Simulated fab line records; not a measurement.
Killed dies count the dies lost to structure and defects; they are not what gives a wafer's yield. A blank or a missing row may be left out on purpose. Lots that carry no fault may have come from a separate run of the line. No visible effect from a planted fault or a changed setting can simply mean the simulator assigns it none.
Commonality check across tools / flow berkeley cmos170 / 14 lots and 42 wafers in the sample

## REASON IT WAS OPENED
UCB170_PVT_TW_MEAS_09, reading PVT_TW: flagged on 2 of 14 lots. No-fault wafers: 508, standard deviation 9.2.
Rule: a lot is flagged when every wafer of it that has a number lies more than 4 standard deviations from that mean, or none has a number. The other lots count as sound.

lot=L934; measured=day 5 10:13; on=film metro-02; PVT_TW, wafer by wafer=500 499 500; flag=
lot=L935; measured=day 5 23:52; on=film metro-02; PVT_TW, wafer by wafer=498 500 497; flag=
lot=L937; measured=day 6 18:17; on=film metro-03; PVT_TW, wafer by wafer=510 514 511; flag=
lot=L941; measured=day 6 22:37; on=film metro-03; PVT_TW, wafer by wafer=509 512 509; flag=
lot=L939; measured=day 7 05:38; on=film metro-04; PVT_TW, wafer by wafer=517 517 518; flag=
lot=L944; measured=day 7 05:41; on=film metro-02; PVT_TW, wafer by wafer=495 496 496; flag=
lot=L943; measured=day 7 05:59; on=film metro-02; PVT_TW, wafer by wafer=29 29 29; flag=FLAGGED
lot=L942; measured=day 7 06:14; on=film metro-02; PVT_TW, wafer by wafer=29 29 29; flag=FLAGGED
lot=L950; measured=day 8 20:50; on=film metro-02; PVT_TW, wafer by wafer=495 498 495; flag=
lot=L952; measured=day 9 09:02; on=film metro-04; PVT_TW, wafer by wafer=520 517 520; flag=
lot=L953; measured=day 9 15:44; on=film metro-02; PVT_TW, wafer by wafer=499 504 500; flag=
lot=L954; measured=day 9 21:36; on=film metro-04; PVT_TW, wafer by wafer=518 518 521; flag=
lot=L955; measured=day 9 22:07; on=film metro-04; PVT_TW, wafer by wafer=520 517 520; flag=
lot=L957; measured=day 10 13:04; on=film metro-02; PVT_TW, wafer by wafer=497 494 501; flag=
The numbers of the flagged lots are 29 on average: -479 against the usual, or -52 standard deviations.

## TOOL THAT RAN EACH LOT
The record holds 3 process steps before the reading, out of a route of 331 steps. Every cell lists first the tool, next ch and the chambers used by the sampled wafers, and last the start.
lot=L934; flag=; UCB170_ZERO_STRIP_07=plasma asher-02 ch 0,1, day 1 19:38; UCB170_NVT_STRIP_08=plasma asher-01 ch 0,1, day 5 07:41; UCB170_PVT_STRIP_08=plasma asher-03 ch 0,1, day 5 10:07
lot=L935; flag=; UCB170_ZERO_STRIP_07=plasma asher-02 ch 0,1, day 2 04:20; UCB170_NVT_STRIP_08=plasma asher-03 ch 0,1, day 5 19:59; UCB170_PVT_STRIP_08=plasma asher-03 ch 0,1, day 5 23:46
lot=L937; flag=; UCB170_ZERO_STRIP_07=plasma asher-04 ch 0,1, day 2 15:02; UCB170_NVT_STRIP_08=plasma asher-01 ch 1, day 6 15:09; UCB170_PVT_STRIP_08=plasma asher-01 ch 0,1, day 6 18:11
lot=L941; flag=; UCB170_ZERO_STRIP_07=plasma asher-04 ch 0,1, day 3 09:36; UCB170_NVT_STRIP_08=plasma asher-01 ch 0,1, day 6 20:37; UCB170_PVT_STRIP_08=plasma asher-04 ch 0,1, day 6 22:31
lot=L939; flag=; UCB170_ZERO_STRIP_07=plasma asher-02 ch 0,1, day 3 00:44; UCB170_NVT_STRIP_08=plasma asher-01 ch 0,1, day 7 02:37; UCB170_PVT_STRIP_08=plasma asher-03 ch 0,1, day 7 05:32
lot=L944; flag=; UCB170_ZERO_STRIP_07=plasma asher-04 ch 0,1, day 3 20:13; UCB170_NVT_STRIP_08=plasma asher-01 ch 0,1, day 7 02:20; UCB170_PVT_STRIP_08=plasma asher-01 ch 0,1, day 7 05:35
lot=L943; flag=FLAGGED; UCB170_ZERO_STRIP_07=plasma asher-02 ch 0,1, day 3 15:27; UCB170_NVT_STRIP_08=plasma asher-02 ch 0,1, day 7 03:04; UCB170_PVT_STRIP_08=plasma asher-04 ch 0,1, day 7 05:53
lot=L942; flag=FLAGGED; UCB170_ZERO_STRIP_07=plasma asher-02 ch 0,1, day 3 09:50; UCB170_NVT_STRIP_08=plasma asher-01 ch 0,1, day 7 03:18; UCB170_PVT_STRIP_08=plasma asher-03 ch 0,1, day 7 06:08
lot=L950; flag=; UCB170_ZERO_STRIP_07=plasma asher-04 ch 0,1, day 5 02:57; UCB170_NVT_STRIP_08=plasma asher-02 ch 0,1, day 8 17:17; UCB170_PVT_STRIP_08=plasma asher-04 ch 0,1, day 8 20:44
lot=L952; flag=; UCB170_ZERO_STRIP_07=plasma asher-03 ch 0,1, day 5 13:55; UCB170_NVT_STRIP_08=plasma asher-01 ch 0,1, day 9 05:22; UCB170_PVT_STRIP_08=plasma asher-01 ch 0,1, day 9 08:56
lot=L953; flag=; UCB170_ZERO_STRIP_07=plasma asher-03 ch 0,1, day 5 19:46; UCB170_NVT_STRIP_08=plasma asher-02 ch 0,1, day 9 13:56; UCB170_PVT_STRIP_08=plasma asher-04 ch 0,1, day 9 15:38
lot=L954; flag=; UCB170_ZERO_STRIP_07=plasma asher-04 ch 0, day 6 02:48; UCB170_NVT_STRIP_08=plasma asher-02 ch 0,1, day 9 19:50; UCB170_PVT_STRIP_08=plasma asher-04 ch 0,1, day 9 21:30
lot=L955; flag=; UCB170_ZERO_STRIP_07=plasma asher-02 ch 0,1, day 6 08:10; UCB170_NVT_STRIP_08=plasma asher-01 ch 0,1, day 9 20:15; UCB170_PVT_STRIP_08=plasma asher-01 ch 0,1, day 9 22:01
lot=L957; flag=; UCB170_ZERO_STRIP_07=plasma asher-03 ch 0,1, day 6 19:14; UCB170_NVT_STRIP_08=plasma asher-03 ch 0,1, day 10 10:21; UCB170_PVT_STRIP_08=plasma asher-04 ch 0,1, day 10 12:59
What is done by these steps:
- UCB170_ZERO_STRIP_07: strips in O2.
- UCB170_NVT_STRIP_08: strips in O2.
- UCB170_PVT_STRIP_08: strips in O2.
- UCB170_PVT_TW_MEAS_09

## FLAGGED OVER TOTAL, TOOL BY TOOL (the gauges that took the reading come last)
step=UCB170_ZERO_STRIP_07; tool=plasma asher-02; lots run=6; flagged=2; share of the flagged lots=all; sound lots run after its first flagged lot=1 (L955)
step=UCB170_ZERO_STRIP_07; tool=plasma asher-03; lots run=3; flagged=0; share of the flagged lots=none; sound lots run after its first flagged lot=-
step=UCB170_ZERO_STRIP_07; tool=plasma asher-04; lots run=5; flagged=0; share of the flagged lots=none; sound lots run after its first flagged lot=-
step=UCB170_NVT_STRIP_08; tool=plasma asher-01; lots run=8; flagged=1; share of the flagged lots=some; sound lots run after its first flagged lot=2 (L952,L955)
step=UCB170_NVT_STRIP_08; tool=plasma asher-02; lots run=4; flagged=1; share of the flagged lots=some; sound lots run after its first flagged lot=3 (L950,L953,L954)
step=UCB170_NVT_STRIP_08; tool=plasma asher-03; lots run=2; flagged=0; share of the flagged lots=none; sound lots run after its first flagged lot=-
step=UCB170_PVT_STRIP_08; tool=plasma asher-01; lots run=4; flagged=0; share of the flagged lots=none; sound lots run after its first flagged lot=-
step=UCB170_PVT_STRIP_08; tool=plasma asher-03; lots run=4; flagged=1; share of the flagged lots=some; sound lots run after its first flagged lot=0
step=UCB170_PVT_STRIP_08; tool=plasma asher-04; lots run=6; flagged=1; share of the flagged lots=some; sound lots run after its first flagged lot=4 (L950,L953,L954,L957)
step=UCB170_PVT_TW_MEAS_09; tool=film metro-02; lots run=8; flagged=2; share of the flagged lots=all; sound lots run after its first flagged lot=3 (L950,L953,L957)
step=UCB170_PVT_TW_MEAS_09; tool=film metro-03; lots run=2; flagged=0; share of the flagged lots=none; sound lots run after its first flagged lot=-
step=UCB170_PVT_TW_MEAS_09; tool=film metro-04; lots run=4; flagged=0; share of the flagged lots=none; sound lots run after its first flagged lot=-

## WHAT THE TABLE PERMITS
Rows of the table that ran all the flagged lots, 2 in number: plasma asher-02 at UCB170_ZERO_STRIP_07; film metro-02 at UCB170_PVT_TW_MEAS_09.
- plasma asher-02 at UCB170_ZERO_STRIP_07: 2 of its 6 lots flagged. Sound lots followed the first flagged one (L955) on it, something a lasting fault affecting the whole tool could not allow.
- film metro-02 at UCB170_PVT_TW_MEAS_09: 2 of its 8 lots flagged. Sound lots followed the first flagged one (L950, L953, L957) on it, something a lasting fault affecting the whole tool could not allow.
No row of the table ran every flagged lot and no sound lot after the first.

## WHAT THE SIMULATOR PUT IN
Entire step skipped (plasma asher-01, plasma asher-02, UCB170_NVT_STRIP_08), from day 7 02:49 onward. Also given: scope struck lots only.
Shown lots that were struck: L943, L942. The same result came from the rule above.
